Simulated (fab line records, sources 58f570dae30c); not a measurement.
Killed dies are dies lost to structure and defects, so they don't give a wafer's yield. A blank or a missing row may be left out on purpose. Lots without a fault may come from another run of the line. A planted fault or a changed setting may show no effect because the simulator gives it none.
Split-lot experiment | flow berkeley_cmos170 | 5 lots, 27 wafers read, on a route of 331 steps

THE SPLIT
At UCB170_V1_DEVELOP_11 (develop time 45 s), the setting develop_time_s was moved away from the recipe's 45 s on 12 of the 27 wafers read, by -51.2% to +48.5%. The other wafers ran this setting at the recipe's value.

The file shows no step between the split and the reading.

THE READING
cd_nm, in nm, at UCB170_V1_CD_MEAS_12 (target cd 700 nm). Fault-free wafers of this fab line usually give 700.1 nm, standard deviation 0.99 nm.

wafer  | tool, chamber at the split | develop_time_s as run, s | against the recipe | cd_nm, nm | against lot-mates on the recipe
L075.1 | litho_track-03, 0          | 45                       | recipe             | 700.1     | -
L075.2 | litho_track-03, 0          | 63.93                    | +42.1%             | 701.9     | +3.0
L075.3 | litho_track-03, 0          | 45                       | recipe             | 699.3     | -
L075.4 | litho_track-03, 0          | 45                       | recipe             | 697.3     | -
L075.5 | litho_track-03, 0          | 63.93                    | +42.1%             | 701.6     | +2.7
L075.6 | litho_track-03, 0          | 63.93                    | +42.1%             | 702.1     | +3.2
L078.1 | litho_track-03, 0          | 29.67                    | -34.1%             | 695.6     | -3.7
L078.2 | litho_track-03, 0          | 45                       | recipe             | 698.7     | -
L078.3 | litho_track-03, 0          | 29.67                    | -34.1%             | 696.3     | -3.0
L078.4 | litho_track-03, 0          | 45                       | recipe             | 699.1     | -
L078.5 | litho_track-03, 0          | 29.67                    | -34.1%             | 695.4     | -3.9
L078.6 | litho_track-03, 0          | 45                       | recipe             | 700.0     | -
L080.1 | litho_track-02, 0          | 66.83                    | +48.5%             | 701.9     | +1.8
L080.2 | litho_track-02, 0          | 45                       | recipe             | 699.8     | -
L080.3 | litho_track-02, 0          | 45                       | recipe             | 700.7     | -
L080.4 | litho_track-02, 0          | 45                       | recipe             | 699.7     | -
L080.5 | litho_track-02, 0          | 66.83                    | +48.5%             | 701.3     | +1.2
L080.6 | litho_track-02, 0          | 66.83                    | +48.5%             | 702.6     | +2.5
L084.1 | litho_track-04, 0          | 45                       | recipe             | 699.2     | -
L084.2 | litho_track-04, 0          | 21.94                    | -51.2%             | 694.7     | -5.3
L084.3 | litho_track-04, 0          | 45                       | recipe             | 701.2     | -
L084.4 | litho_track-04, 0          | 21.94                    | -51.2%             | 693.7     | -6.3
L084.5 | litho_track-04, 0          | 21.94                    | -51.2%             | 693.8     | -6.2
L084.6 | litho_track-04, 0          | 45                       | recipe             | 699.7     | -
L083.1 | litho_track-03, 0          | 45                       | recipe             | 701.1     | -
L083.2 | litho_track-03, 0          | 45                       | recipe             | 701.7     | -
L083.4 | litho_track-03, 0          | 45                       | recipe             | 702.1     | -

THE FIT
A straight line over all 27 wafers: cd_nm changes by +0.079 nm for each +1% of develop_time_s; r = +0.88; the points scatter about the line by 1.3 nm.
The same after taking each lot's own level away (the mean of its wafers on the recipe; 27 wafers): +0.0813 nm for each +1%; r = +0.92; scatter 1 nm.
On that fit, the largest move of develop_time_s shifts the reading by 4.2 nm.
The lots' own levels span 698.90 to 701.63 nm, that is 2.8 times the standard deviation above.
So the lot-to-lot level changes the slope little: the two slopes agree.
Check: with one of the wafers moved furthest among these (-51.2%) left out of the fit, the line predicts -4.62 nm for it against its lot-mates. It came out at -5.33 nm against them.

OTHER SPLITS ON THESE WAFERS
These wafers also went through other splits before the reading. Each is held against what the fit with the lots' levels taken away leaves over:
other split on the same wafers          | wafers away from the commonest value | r with cd_nm (lot level and that fit taken away)
UCB170_NWELL_ETCH_13 target_depth_a     | 12                                   | -0.35
UCB170_WELLDRIVE_OXIDATION_01 ox_time_s | 12                                   | +0.11
UCB170_SCREENOX_OXIDATION_01 ox_time_s  | 18                                   | +0.10
UCB170_GATE_OXIDATION_01 ox_time_s      | 18                                   | +0.25
UCB170_SPACER_CVD_00 time_s             | 12                                   | +0.05
UCB170_CONTACT_ETCH_18 time_s           | 9                                    | +0.09

THE FILE'S OWN FIT
cd_nm changes by +0.0809 nm for each +1% of develop_time_s, r = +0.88.
